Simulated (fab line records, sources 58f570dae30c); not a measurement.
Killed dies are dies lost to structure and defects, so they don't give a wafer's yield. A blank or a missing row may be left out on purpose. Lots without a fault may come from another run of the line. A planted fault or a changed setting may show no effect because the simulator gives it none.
Which tool did it? | flow berkeley_cmos170 | 14 lots, 42 wafers sampled, at 2 steps of a route of 331

WHAT THE GAUGES READ, wafer by wafer
UCB170_V2_THK_MEAS_04.
lot  | measured     | on            | V2_POLISHED_THK (nm)
L921 | day 8 22:41  | film_metro-04 | 998.1 1002.1 998.1
L920 | day 8 23:19  | film_metro-04 | 1001.0 999.6 1002.8
L922 | day 9 11:22  | film_metro-04 | 1001.7 1001.3 1000.9
L923 | day 9 13:06  | film_metro-03 | 1000.0 1000.6 997.7
L924 | day 9 13:44  | film_metro-03 | 999.1 999.0 1001.3
L925 | day 10 02:12 | film_metro-03 | 999.1 1001.2 1001.1
L926 | day 10 02:32 | film_metro-04 | 1000.1 1001.3 1000.2
L929 | day 10 11:54 | film_metro-02 | 1001.3 999.1 1000.9
L928 | day 10 13:32 | film_metro-02 | 1000.4 998.2 998.2
L930 | day 11 04:56 | film_metro-04 | 1334.8 1358.8 1354.0
L931 | day 11 06:16 | film_metro-03 | 1002.4 999.5 1000.9
L932 | day 11 06:59 | film_metro-04 | 1320.4 1339.7 1352.8
L940 | day 13 02:30 | film_metro-04 | 999.2 1002.6 1000.9
L942 | day 13 03:13 | film_metro-03 | 998.3 1000.6 1000.9

WHICH TOOL RAN EACH LOT (tool, then ch and the chambers of the sampled wafers, then the start)
lot  | UCB170_V2_CMP_02
L921 | cmp-01 ch 1,3, day 8 22:16
L920 | cmp-02 ch 1,2,3, day 8 22:53
L922 | cmp-02 ch 0,2, day 9 10:59
L923 | cmp-01 ch 0,1,3, day 9 12:50
L924 | cmp-02 ch 1,2,3, day 9 13:26
L925 | cmp-01 ch 2,3, day 10 01:47
L926 | cmp-02 ch 0,1,2, day 10 02:07
L929 | cmp-02 ch 0,3, day 10 11:32
L928 | cmp-01 ch 2,3, day 10 13:09
L930 | cmp-02 ch 1,2, day 11 04:31
L931 | cmp-01 ch 0,1,3, day 11 05:52
L932 | cmp-02 ch 0,2,3, day 11 06:37
L940 | cmp-01 ch 0,1, day 13 02:04
L942 | cmp-01 ch 0,1,3, day 13 02:53
- UCB170_V2_CMP_02: polishes SiO2.

WHAT THE TOOLS THEMSELVES READ (means of the sampled wafers that have a number; where no wafer has one, the mark that the record gives instead)
UCB170_V2_CMP_02.
lot  | tool   | edge_zone_pressure_frac | head_pressure_psi (psi) | motor_current_A (A)
L921 | cmp-01 | 1.001                   | 6.012                   | 16.7
L920 | cmp-02 | 1.004                   | 5.997                   | 16.5
L922 | cmp-02 | 1.003                   | 6.005                   | 16.8
L923 | cmp-01 | 0.996                   | 5.991                   | 17.4
L924 | cmp-02 | 0.999                   | 5.991                   | 16.4
L925 | cmp-01 | 1.003                   | 5.989                   | 18.6
L926 | cmp-02 | 0.997                   | 5.992                   | 16.7
L929 | cmp-02 | 1.002                   | 6.000                   | 15.8
L928 | cmp-01 | 1.002                   | 6.000                   | 16.6
L930 | cmp-02 | 1.007                   | 5.997                   | 16.5
L931 | cmp-01 | 1.005                   | 5.991                   | 18.1
L932 | cmp-02 | 1.005                   | 6.008                   | 16.5
L940 | cmp-01 | 0.994                   | 5.990                   | 16.4
L942 | cmp-01 | 0.998                   | 5.991                   | 17.5

THE ANSWER, worked out from the rows above alone
Rule: what is usual is taken from the lots themselves. Put in order of their means at a reading, lots are off if they are a third of the lots or fewer, leave a main group of 4 or more, and stand apart from it by a gap of 3 or more times the standard deviation of the main group's means; of several such gaps the widest counts. A main group whose means are all the same, to the digits that the tables above print for the reading, isn't used. A lot without any number at a reading at which 4 lots or more have one is off too. The other lots that the step has rows for count as sound. The gauges are gone through in route order, then the tools' own readings, and for those a lot's mean is taken as printed above. The first step at which some lot is off is used, and at that step the reading that is off furthest; a lot without a number counts as furthest.
Off: L930, L932, at UCB170_V2_THK_MEAS_04 (V2_POLISHED_THK). The main group: mean 1000.3 nm, standard deviation 0.72.
A tool fits if, at a process step before that reading, it ran every lot that is off, and no sound lot after the first of them. The gauges at UCB170_V2_THK_MEAS_04 are tried like those tools. One fits: cmp-02 at UCB170_V2_CMP_02. Its last sound lot is L929 (day 10 11:32), its first lot that is off L930 (day 11 04:31): a fault that began between those two fits.

WHAT THE SIMULATOR HAD PUT IN
Process parameter drift: cmp-02, from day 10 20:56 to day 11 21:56, at UCB170_V2_CMP_02. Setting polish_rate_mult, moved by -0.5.
Lots struck among those shown: L930, L932. The rule above found the same.
